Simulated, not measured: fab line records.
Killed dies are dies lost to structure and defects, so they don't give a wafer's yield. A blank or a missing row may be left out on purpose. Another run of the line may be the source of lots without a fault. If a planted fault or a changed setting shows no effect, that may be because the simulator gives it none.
The tool behind it: which one? -- flow berkeleyCmos170 -- Sampling: 10 lots, 30 wafers, 5 of 331 route steps

## WHAT THE GAUGES READ, wafer by wafer
UCB170_NWELL_TW_MEAS_16.
lot,measured,on,NWELL_TW
L955,day 2 09:13,filmMetro-04,1235 1231 1241
L956,day 2 17:41,filmMetro-03,1237 1238 1243
L957,day 3 02:42,filmMetro-01,1240 1239 1246
L958,day 3 02:51,filmMetro-04,1239 1231 1232
L959,day 3 14:06,filmMetro-01,1244 1245 1243
L960,day 3 18:41,filmMetro-03,1249 1242 1249
L967,day 4 18:54,filmMetro-04,1232 1231 1233
L970,day 5 14:55,filmMetro-01,1248 1249 1252
L973,day 6 06:07,filmMetro-01,1246 1244 1249
L975,day 6 17:08,filmMetro-03,1225 1237 1231

UCB170_PWELL_OVL_MEAS_13.
lot,measured,on,PWELL_OVL (nm)
L955,day 3 06:19,overlay-02,4 6 6
L956,day 3 13:55,overlay-01,-1 1 -6
L957,day 3 21:16,overlay-02,8 14 2
L958,day 3 21:48,overlay-02,-1 -2 0
L959,day 4 09:14,overlay-01,-1 1 2
L960,day 4 13:52,overlay-01,2 4 -1
L967,day 5 16:59,overlay-01,-12 -7 -7
L970,day 6 14:08,overlay-02,6 9 10
L973,day 7 00:25,overlay-01,5 12 5
L975,day 7 16:49,overlay-02,5 8 -1

UCB170_ACTIVE_THK_MEAS_03.
lot,measured,on,ACTIVE_OXIDE_THK (nm)
L955,day 4 04:59,filmMetro-01,26.2 26.1 26.9
L956,day 4 13:41,filmMetro-04,27.0 26.6 27.1
L957,day 4 18:43,filmMetro-02,26.8 27.2 27.0
L958,day 4 18:41,filmMetro-04,26.9 26.0 26.0
L959,day 5 07:17,filmMetro-02,25.5 25.7 26.2
L960,day 5 16:13,filmMetro-01,27.2 27.5 26.9
L967,day 6 19:49,filmMetro-02,26.9 26.9 26.9
L970,day 7 23:20,filmMetro-02,26.5 26.3 26.3
L973,day 8 12:46,filmMetro-02,26.0 25.8 25.6
L975,day 9 04:49,filmMetro-02,26.8 26.7 26.4

UCB170_GATE_OVL_MEAS_13.
lot,measured,on,GATE_OVL (nm)
L955,day 7 02:22,overlay-01,-5 -1 -2
L956,day 7 21:37,overlay-01,0 1 -1
L957,day 7 22:05,overlay-01,5 0 -2
L958,day 7 22:20,overlay-02,-12 -5 -3
L959,day 8 06:24,overlay-02,1 6 5
L960,day 9 06:51,overlay-02,0 -2 -6
L967,day 10 05:14,overlay-02,330 327 324
L970,day 11 08:00,overlay-02,324 317 320
L973,day 11 18:02,overlay-01,-1 -1 -7
L975,day 12 05:47,overlay-02,-4 0 -8

## WHAT TOOL EACH LOT RAN ON (gives the tool, then ch and the chambers of the sampled wafers, and finally the start)
lot,UCB170_GATE_EXPOSE_09
L955,"krfScanner-02 ch 0, day 7 01:52"
L956,"krfScanner-01 ch 0, day 7 21:07"
L957,"krfScanner-02 ch 0, day 7 21:23"
L958,"krfScanner-01 ch 0, day 7 21:34"
L959,"krfScanner-02 ch 0, day 8 05:54"
L960,"krfScanner-01 ch 0, day 9 06:21"
L967,"krfScanner-02 ch 0, day 10 04:44"
L970,"krfScanner-02 ch 0, day 11 07:32"
L973,"krfScanner-01 ch 0, day 11 17:10"
L975,"krfScanner-01 ch 0, day 12 05:17"
- UCB170_GATE_EXPOSE_09: exposes mask POLY, target cd 350 nm.

## WHAT THE TOOLS THEMSELVES READ (means of the sampled wafers that have a number; where no wafer has one, the mark that the record gives instead)
The record holds no such reading with a usual standard deviation.

## THE ANSWER, worked out from the rows above alone
Rule: usual is defined by the lots themselves. The widest of any qualifying gaps counts: lots, ordered by their means at a reading, are off when they make up no more than a third of the lots, leave a main group of 4 or more, and stand apart from it by 3 or more times the standard deviation of that group's means. If all means in a main group match to the digits the tables above print for the reading, that group is not used. Also off: a lot with no number at a reading for which 4 or more lots have one. Any other lot the step has rows for is counted as sound. The gauges are gone through in route order, then the tools' own readings, and for those a lot's mean is taken as printed above. At the first step where some lot is off, the reading lying furthest off is the one used; lots without a number count as furthest.
Off: at UCB170_GATE_OVL_MEAS_13 (GATE_OVL), L967, L970. For the main group the mean is -2 nm and the standard deviation 3.1.
A tool fits if, at a process step before that reading, it ran every lot that is off, and no sound lot after the first of them. Gauges at UCB170_GATE_OVL_MEAS_13: tried the same way as those tools. One candidate fits, namely krfScanner-02 at UCB170_GATE_EXPOSE_09. Its last sound lot is L959 (day 8 05:54), its first lot that is off L967 (day 10 04:44): a fault that began between those two fits.

## WHAT THE SIMULATOR HAD INSERTED
Scanner matching overlay: krfScanner-02, from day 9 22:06 on, at UCB170_GATE_EXPOSE_09. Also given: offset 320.
Shown lots that were struck: L967, L970. The rule above found the same.
